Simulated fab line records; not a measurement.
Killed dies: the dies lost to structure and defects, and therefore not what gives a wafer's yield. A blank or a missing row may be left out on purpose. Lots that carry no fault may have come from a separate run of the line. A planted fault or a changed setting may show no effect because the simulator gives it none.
Which tool was responsible?    flow berkeley_cmos170    7 lots with 21 wafers sampled at 3 steps, on a route of 331 steps

WHAT THE GAUGES SHOWED, per wafer
UCB170_NSD_TW_MEAS_10.
lot   measured      on             NSD_TW
L895  day 7 05:16   film_metro-01  4129 4112 4133
L897  day 7 09:17   film_metro-03  4174 4202 4186
L898  day 7 16:38   film_metro-01  4131 4131 4112
L901  day 8 09:21   film_metro-03  4359 4378 4393
L912  day 10 10:43  film_metro-03  4168 4175 4194
L913  day 10 11:14  film_metro-01  4105 4111 4129
L915  day 10 19:47  film_metro-01  4141 4120 4115

WHICH TOOL RAN EACH LOT (tool, then ch and the chambers of the sampled wafers, then the start)
lot   UCB170_NSD_IMPLANT_08            UCB170_NSD_STRIP_09
L895  implanter-04 ch 0, day 7 05:01   plasma_asher-04 ch 0, day 7 05:10
L897  implanter-04 ch 0, day 7 09:03   plasma_asher-02 ch 0,1, day 7 09:10
L898  implanter-04 ch 0, day 7 16:23   plasma_asher-01 ch 0,1, day 7 16:32
L901  implanter-01 ch 0, day 8 09:06   plasma_asher-04 ch 0,1, day 8 09:15
L912  implanter-04 ch 0, day 10 10:28  plasma_asher-02 ch 0,1, day 10 10:37
L913  implanter-04 ch 0, day 10 10:59  plasma_asher-01 ch 0,1, day 10 11:08
L915  implanter-04 ch 0, day 10 19:32  plasma_asher-04 ch 0,1, day 10 19:41
- UCB170_NSD_IMPLANT_08
- UCB170_NSD_STRIP_09: strips in O2.

THE ANSWER, worked out from the rows above alone
Rule: what is usual is taken from the lots themselves. Put in order of their means at a reading, lots are off if they are a third of the lots or fewer, leave a main group of 4 or more, and stand apart from it by a gap of 3 or more times the standard deviation of the main group's means; of several such gaps the widest counts. The tables above print the reading to a certain number of digits; a main group whose means all agree to those digits is not used. A lot without any number at a reading at which 4 lots or more have one is off too. All remaining lots with rows at the step are treated as sound.
Off: at UCB170_NSD_TW_MEAS_10 (NSD_TW), L901. Main group: mean 4143, sd 29.
A tool fits if, at a process step before that reading, it ran every lot that is off, and no sound lot after the first of them. The gauges at UCB170_NSD_TW_MEAS_10 are tried like those tools. One candidate fits, namely implanter-01 at UCB170_NSD_IMPLANT_08. It ran no sound lot before its first lot that is off in this sample, so the start can't be narrowed down.

WHAT THE SIMULATOR HAD INSERTED
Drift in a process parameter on implanter-01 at UCB170_NSD_IMPLANT_08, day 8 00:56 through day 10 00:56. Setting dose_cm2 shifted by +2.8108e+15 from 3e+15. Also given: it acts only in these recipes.
Struck lots among those shown: L901. The rule above found the same.
